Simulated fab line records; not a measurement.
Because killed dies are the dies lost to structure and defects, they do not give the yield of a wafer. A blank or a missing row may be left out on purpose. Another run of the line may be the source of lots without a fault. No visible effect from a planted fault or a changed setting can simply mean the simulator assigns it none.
Struck lot and sound lot, side by side ; flow berkeley_cmos170 ; 17 steps out of a route of 331
Sound: these wafers, L558.2, L558.3, L558.4. The struck wafers were L561.1, L561.2, L561.4. Last of all comes the cause.
At each step with rows: each side's tool, then ch and its chambers, then its first start. Under that, the readings that differ: sound wafers ; struck wafers ; difference of the means ; sigmas: that difference in standard deviations of wafers without a fault.
alike: same words and numbers on both sides, and readings whose means sit less than 2 such deviations apart. not compared: any withheld reading, any reading some wafer has no value for, any bound like >300 that may hide the same value, and any number with overlapping values for which the record gives no deviation.
A row with sigmas, a row that says differs or no value, or rows on one side alone: a step with any of these is where the two part. Non-overlapping numbers with no deviation appear without sigmas and do not part them. A reading missing from all wafers of one side parts the sides only when that side holds two or more wafers.

UCB170_SACOX_THK_MEAS_02:
  sound on film_metro-02 at day 6 04:46; struck on film_metro-04 at day 7 04:30
  alike: SACOX_OXIDE_THK
then, 2 steps without rows for these wafers: UCB170_SCREENOX_WET_ETCH_00 (etches SiO2 in dHF, time 200 s); UCB170_SCREENOX_OXIDATION_01 (target thk 14.4 nm, ox time 2400 s).
UCB170_SCREENOX_THK_MEAS_02:
  sound on film_metro-02 at day 6 07:44; struck on film_metro-04 at day 7 11:15
  alike: SCREENOX_OXIDE_THK
then, 7 steps without rows for these wafers: UCB170_SCREENOX_ANNEAL_03 (time 900 s); UCB170_NVT_HMDS_00 (prime time 60 s); UCB170_NVT_COAT_01 (resist thk 900 nm); UCB170_NVT_SOFTBAKE_02 (time 60 s); UCB170_NVT_EXPOSE_03 (exposes mask PWELL, target cd 3000 nm); UCB170_NVT_PEB_04; UCB170_NVT_DEVELOP_05 (develop time 45 s).
UCB170_NVT_OVL_MEAS_06:
  sound on overlay-02 at day 6 12:52; struck on overlay-02 at day 7 16:19
  alike: NVT_OVL
UCB170_NVT_IMPLANT_07:
  sound on implanter-01 ch 0, day 6 12:55; struck on implanter-04 ch 0, day 7 16:21
reading;sound;struck;difference;sigmas
implant_ion_amu;49 49 49;11 11 11;-38;
model.implant.rp_nm (nm);36.93 36.93 36.93;158.4 158.4 158.4;+121.5;
model.implant.drp_nm (nm);18.57 18.57 18.57;58.55 58.55 58.55;+39.98;
UCB170_NVT_STRIP_08: strips in O2.
  sound on plasma_asher-01 ch 0,1, day 6 13:02; struck on plasma_asher-03 ch 0,1, day 7 16:30
reading;sound;struck;difference;sigmas
drypump_motor_current_A (A);6.0 6.0 6.1;5.4 5.3 5.3;-0.7;-2
  alike: oes_product_au, strip_time_to_endpoint_s
  not compared: rf_hours_counter_h
UCB170_NVT_TW_MEAS_09:
  sound on film_metro-01 at day 6 13:09; struck on film_metro-03 at day 7 16:36
reading;sound;struck;difference;sigmas
NVT_TW;529 531 531;320 319 318;-211;-47
then, 1 step without rows for these wafers: UCB170_NVT_CLEAN_10 (cleans in SPM, time 600 s).
UCB170_M3_PROBE_99:
  sound wafers here have rows in the record (prober-01, day 9 03:28); struck ones have none

WHERE THEY PART
Last at UCB170_M3_PROBE_99 as far as this record goes, first at UCB170_NVT_STRIP_08.

WHY: whatever the simulator had introduced
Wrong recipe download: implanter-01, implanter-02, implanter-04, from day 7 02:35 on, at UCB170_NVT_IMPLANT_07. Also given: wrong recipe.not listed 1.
